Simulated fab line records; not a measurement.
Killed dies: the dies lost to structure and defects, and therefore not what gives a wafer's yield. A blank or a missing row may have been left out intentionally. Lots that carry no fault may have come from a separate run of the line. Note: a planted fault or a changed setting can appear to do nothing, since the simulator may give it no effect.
A struck lot beside a sound one / flow berkeley-cmos170 / 14 steps out of a route of 331
Sound: wafers L869.3, L869.4, L869.6. Wafers L878.2, L878.5, L878.6 were the ones struck. The cause is named last.
Order at every step that has rows: each side's tool, ch and its chambers, its first start. Under that, the readings that differ: sound wafers / struck wafers / difference of the means / sigmas: that difference in standard deviations of wafers without a fault.
alike: readings whose means differ by less than 2 such deviations, and words and numbers that are the same on both sides. not compared: withheld readings, readings that some wafer has no value for, bounds like >300 that may hide the same value, and numbers for which the record gives no deviation and whose values overlap.
Wherever a step has rows on one side only, a row that says differs or no value, or a row with sigmas, the two part there. Non-overlapping numbers with no deviation appear without sigmas and do not part them. Lack of a reading on every wafer of one side parts them only where that side has two or more wafers.

UCB170_M2_STRIP_19: strips in O2.
  sound on plasma-asher-02 ch 0,1, day 9 12:12; struck on plasma-asher-03 ch 0,1, day 11 03:32
  alike: drypump-motor-current-A, oes-product-au
  not compared: rf-hours-counter-h
UCB170_M2_CD_MEAS_90: target cd 700 nm.
  sound on cd-sem-01 at day 9 12:18; struck on cd-sem-02 at day 11 03:39
  alike: cd-nm
UCB170_V2_CVD_00: deposits SiO2 from TEOS/O2, target thk 2000 nm, time 250 s.
  sound on pecvd-04 ch 0,1, day 9 12:23; struck on pecvd-03 ch 0,1, day 11 03:45
  alike: heater-power-w
UCB170_V2_THK_MEAS_01:
  sound on film-metro-04 at day 9 12:34; struck on film-metro-01 at day 11 03:55
  alike: V2_TEOS_THK
UCB170_V2_CMP_02: polishes SiO2.
  sound on cmp-02 ch 0,2,3, day 9 12:39; struck on cmp-02 ch 0,1,2, day 11 04:07
  alike: edge-zone-pressure-frac, head-pressure-psi, motor-current-A
UCB170_V2_BOW_MEAS_03:
  sound on film-metro-04 at day 9 12:56; struck on film-metro-01 at day 11 04:17
  alike: V2_BOW
UCB170_V2_THK_MEAS_04:
  sound on film-metro-04 at day 9 13:02; struck on film-metro-01 at day 11 04:23
  alike: V2_POLISHED_THK
then, 5 steps without rows for these wafers: UCB170_V2_CLEAN_05 (cleans in DIW); UCB170_V2_HMDS_06 (prime time 60 s); UCB170_V2_COAT_07 (resist thk 900 nm); UCB170_V2_SOFTBAKE_08 (time 60 s); UCB170_V2_EXPOSE_09 (exposes mask VIA2, target cd 700 nm).
UCB170_V2_PEB_10:
  sound on litho-track-01 ch 0, day 9 13:56; struck on litho-track-04, day 11 06:06
  no value came back on the struck wafers for chill-plate-temp-C (C), exhaust-pa (Pa); on the sound wafers chill-plate-temp-C (C) reads 23.11 23.14 22.99
then, 1 step without rows for these wafers: UCB170_V2_DEVELOP_11 (develop time 45 s).

== WHERE THEY PART ==
At UCB170_V2_PEB_10 and nowhere else, as far as this record goes.

WHY: whatever the simulator had introduced
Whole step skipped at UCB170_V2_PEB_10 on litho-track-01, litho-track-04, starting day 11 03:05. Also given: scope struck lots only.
